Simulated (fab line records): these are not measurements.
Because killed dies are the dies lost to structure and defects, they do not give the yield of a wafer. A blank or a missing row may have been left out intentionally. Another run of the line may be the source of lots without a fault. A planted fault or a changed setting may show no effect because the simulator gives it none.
A lot that was struck, set against a sound lot	flow berkeley cmos170	14 steps out of a route of 331
Sound: these wafers, L146.2, L146.3, L146.6. Wafers struck: L148.2, L148.3, L148.5. Last of all comes the cause.
At each step with rows: each side's tool, then ch and its chambers, then its first start. Under that, the readings that differ: sound wafers	struck wafers	difference of the means	sigmas: that difference in standard deviations of wafers without a fault.
alike: readings with means less than 2 such deviations apart, plus words and numbers identical on both sides. not compared: withheld readings, readings lacking a value on some wafer, bounds such as >300 that could conceal the same value, and numbers that have no deviation in the record and whose values overlap.
A row with sigmas, a row that says differs or no value, or rows on one side alone: a step with any of these is where the two part. Non-overlapping numbers with no deviation appear without sigmas and do not part them. A reading that every wafer of one side lacks parts them only if that side has two wafers or more.

UCB170_PFIELD_TW_MEAS_09:
  sound on film metro-01 at day 5 12:02; struck on film metro-02 at day 6 00:03
reading	sound	struck	difference	sigmas
PFIELD_TW	610 610 609	591 590 587	-20	-3
then, 2 steps without rows for these wafers: UCB170_FIELD_CLEAN_00 (cleans in dHF, time 7.5 s); UCB170_FIELD_OXIDATION_01 (target thk 558.3 nm, ox time 7200 s).
UCB170_FIELD_THK_MEAS_02:
  sound on film metro-03 at day 5 17:17; struck on film metro-03 at day 6 06:40
  alike: FIELD_OXIDE_THK
then, 4 steps without rows for these wafers: UCB170_FIELD_ANNEAL_03 (time 1200 s); UCB170_FIELD_WET_ETCH_04 (etches SiO2 in dHF, time 60 s); UCB170_FIELD_WET_ETCH_05 (etches Si3N4 in H3PO4, time 12600 s); UCB170_FIELD_WET_ETCH_06 (etches SiO2 in BOE, time 22 s).
UCB170_FIELD_THK_MEAS_90:
  sound on film metro-03 at day 6 01:02; struck on film metro-03 at day 6 16:21
  alike: FIELD_OXIDE_LEFT_1_THK
then, 2 steps without rows for these wafers: UCB170_SACOX_CLEAN_00 (cleans in dHF, time 7.5 s); UCB170_SACOX_OXIDATION_01 (target thk 14.4 nm, ox time 2400 s).
UCB170_SACOX_THK_MEAS_02:
  sound on film metro-02 at day 6 03:17; struck on film metro-04 at day 6 22:01
  alike: SACOX_OXIDE_THK
UCB170_SCREENOX_WET_ETCH_00: etches SiO2 in dHF, time 200 s.
  sound on wet bench-01 ch 3, day 6 03:20; struck on wet bench-01 ch 2, day 6 22:04
  no value came back on the struck wafers for bath heat duty pct (%), run length s (s); on the sound wafers bath heat duty pct (%) reads 5.6 5.8 5.9
reading	sound	struck	difference	sigmas
model.SiO2_of_SACOX_OXIDATION_01.thk nm (nm)	0 0 0	14.6 14.42 14.38	+14.5	
then, 1 step without rows for these wafers: UCB170_SCREENOX_OXIDATION_01 (target thk 14.4 nm, ox time 2400 s).

== WHERE THEY PART ==
At UCB170_PFIELD_TW_MEAS_09 first; at UCB170_SCREENOX_WET_ETCH_00 last (within this record only).

WHY: the cause the simulator had injected
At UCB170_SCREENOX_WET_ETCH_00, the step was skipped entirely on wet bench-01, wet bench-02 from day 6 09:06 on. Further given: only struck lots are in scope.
